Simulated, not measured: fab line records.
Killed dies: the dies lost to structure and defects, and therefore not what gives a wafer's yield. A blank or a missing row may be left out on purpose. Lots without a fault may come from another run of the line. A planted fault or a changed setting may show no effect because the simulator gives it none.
Struck lot and sound lot, side by side	flow berkeley cmos170	31 steps out of a route of 331
Sound: these wafers, L548.1, L548.3, L548.5. Wafers struck: L557.2, L557.5, L557.6. The cause is named last.
At each step with rows: each side's tool, then ch and its chambers, then its first start. Under that, the readings that differ: sound wafers	struck wafers	difference of the means	sigmas: that difference in standard deviations of wafers without a fault.
alike: same words and numbers on both sides, and readings whose means sit less than 2 such deviations apart. not compared: any withheld reading, any reading some wafer has no value for, any bound like >300 that may hide the same value, and any number with overlapping values for which the record gives no deviation.
Wherever a step has rows on one side only, a row that says differs or no value, or a row with sigmas, the two part there. Numbers that have no deviation but don't overlap get no sigmas and don't part them. A reading missing from all wafers of one side parts the sides only when that side holds two or more wafers.

UCB170_PLDD_TW_MEAS_11:
  sound: film metro-01 at day 7 22:21; struck: film metro-01 at day 9 09:55
  alike: PLDD_TW
then, 7 steps without rows for these wafers: UCB170_PLDD_CLEAN_12 (cleans in SPM, time 600 s); UCB170_NLDD_HMDS_00 (prime time 60 s); UCB170_NLDD_COAT_01 (resist thk 900 nm); UCB170_NLDD_SOFTBAKE_02 (time 60 s); UCB170_NLDD_EXPOSE_03 (exposes mask NSELECT, target cd 1200 nm); UCB170_NLDD_PEB_04; UCB170_NLDD_DEVELOP_05 (develop time 45 s).
UCB170_NLDD_CD_MEAS_06: the cd target is 1200 nm.
  sound: cd sem-01 at day 7 23:27; struck: cd sem-01 at day 9 13:07
  alike: cd nm
UCB170_NLDD_OVL_MEAS_07:
  sound: overlay-02 at day 7 23:34; struck: overlay-02 at day 9 13:13
  alike: NLDD_OVL
then, 2 steps without rows for these wafers: UCB170_NLDD_IMPLANT_08; UCB170_NLDD_IMPLANT_09.
UCB170_NLDD_STRIP_10: strips in O2.
  sound on plasma asher-01 ch 0,1, day 7 23:55; struck on plasma asher-04 ch 0,1, day 9 13:32
reading	sound	struck	difference	sigmas
oes product au (a.u.)	0.730 0.734 0.722	0.989 0.980 0.984	+0.256	+54
strip time to endpoint s (s)	21.55 21.43 21.46	- - -	no value on the struck wafers	
model.KrF_of_NLDD_COAT_01.thk nm (nm)	0 0 0	298.8 298.7 299.1	+298.9	
  alike: chamber pressure mTorr, drypump motor current A
  not compared: rf hours counter h
UCB170_NLDD_TW_MEAS_11:
  sound: film metro-02 at day 8 00:01; struck: film metro-02 at day 9 13:39
  alike: NLDD_TW
then, 1 step without rows for these wafers: UCB170_NLDD_CLEAN_12 (cleans in SPM, time 600 s).
UCB170_SPACER_CVD_00: deposits SiO2 from TEOS/O2, target thk 376 nm, time 47 s.
  sound on pecvd-03 ch 0,2, day 8 00:16; struck on pecvd-04 ch 0,1, day 9 13:53
reading	sound	struck	difference	sigmas
heater power w (W)	198 239 202	318 264 322	+88	+2
UCB170_SPACER_THK_MEAS_01:
  sound: film metro-04 at day 8 00:18; struck: film metro-03 at day 9 13:56
  alike: SPACER_TEOS_THK
then, 1 step without rows for these wafers: UCB170_SPACER_ANNEAL_02 (time 1800 s).
UCB170_SPACER_ETCHBACK_03: etches SiO2 in CHF3/CF4/Ar, stops on Si, target depth 376 nm, time 100 s.
  sound on rie diel-03 ch 0,2,3, day 8 06:01; struck on rie diel-03 ch 0,1,3, day 9 19:52
  alike: chamber pressure mTorr, drypump motor current A, oes product au, throttle valve pct
  not compared: rf hours counter h
then, 6 steps without rows for these wafers: UCB170_PSD_HMDS_00 (prime time 60 s); UCB170_PSD_COAT_01 (resist thk 900 nm); UCB170_PSD_SOFTBAKE_02 (time 60 s); UCB170_PSD_EXPOSE_03 (exposes mask PSELECT MOD, target cd 1200 nm); UCB170_PSD_PEB_04; UCB170_PSD_DEVELOP_05 (develop time 45 s).
UCB170_PSD_CD_MEAS_06: the cd target is 1200 nm.
  sound: cd sem-01 at day 8 07:22; struck: cd sem-02 at day 9 21:15
  alike: cd nm
UCB170_PSD_OVL_MEAS_07:
  sound: overlay-02 at day 8 07:29; struck: overlay-02 at day 9 21:22
  alike: PSD_OVL
then, 1 step without rows for these wafers: UCB170_PSD_IMPLANT_08.
UCB170_PSD_STRIP_09: strips in O2.
  sound on plasma asher-01 ch 1, day 8 07:40; struck on plasma asher-01 ch 0,1, day 9 21:32
reading	sound	struck	difference	sigmas
oes product au (a.u.)	0.605 0.603 0.593	0.634 0.638 0.634	+0.035	+8
strip time to endpoint s (s)	29.30 29.36 29.35	38.11 38.17 38.09	+8.79	+99 or more
  alike: chamber pressure mTorr, drypump motor current A
  not compared: rf hours counter h
UCB170_PSD_TW_MEAS_10:
  sound: film metro-02 at day 8 07:48; struck: film metro-01 at day 9 21:39
reading	sound	struck	difference	sigmas
PSD_TW	2356 2350 2355	30 30 30	-2324	-97
then, 1 step without rows for these wafers: UCB170_PSD_CLEAN_11 (cleans in SPM, time 600 s).

## WHERE THEY PART
At UCB170_NLDD_STRIP_10 first; at UCB170_PSD_TW_MEAS_10 last (within this record only).

WHY: the cause the simulator had injected
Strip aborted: plasma asher-04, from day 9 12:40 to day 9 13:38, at UCB170_NLDD_STRIP_10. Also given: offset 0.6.
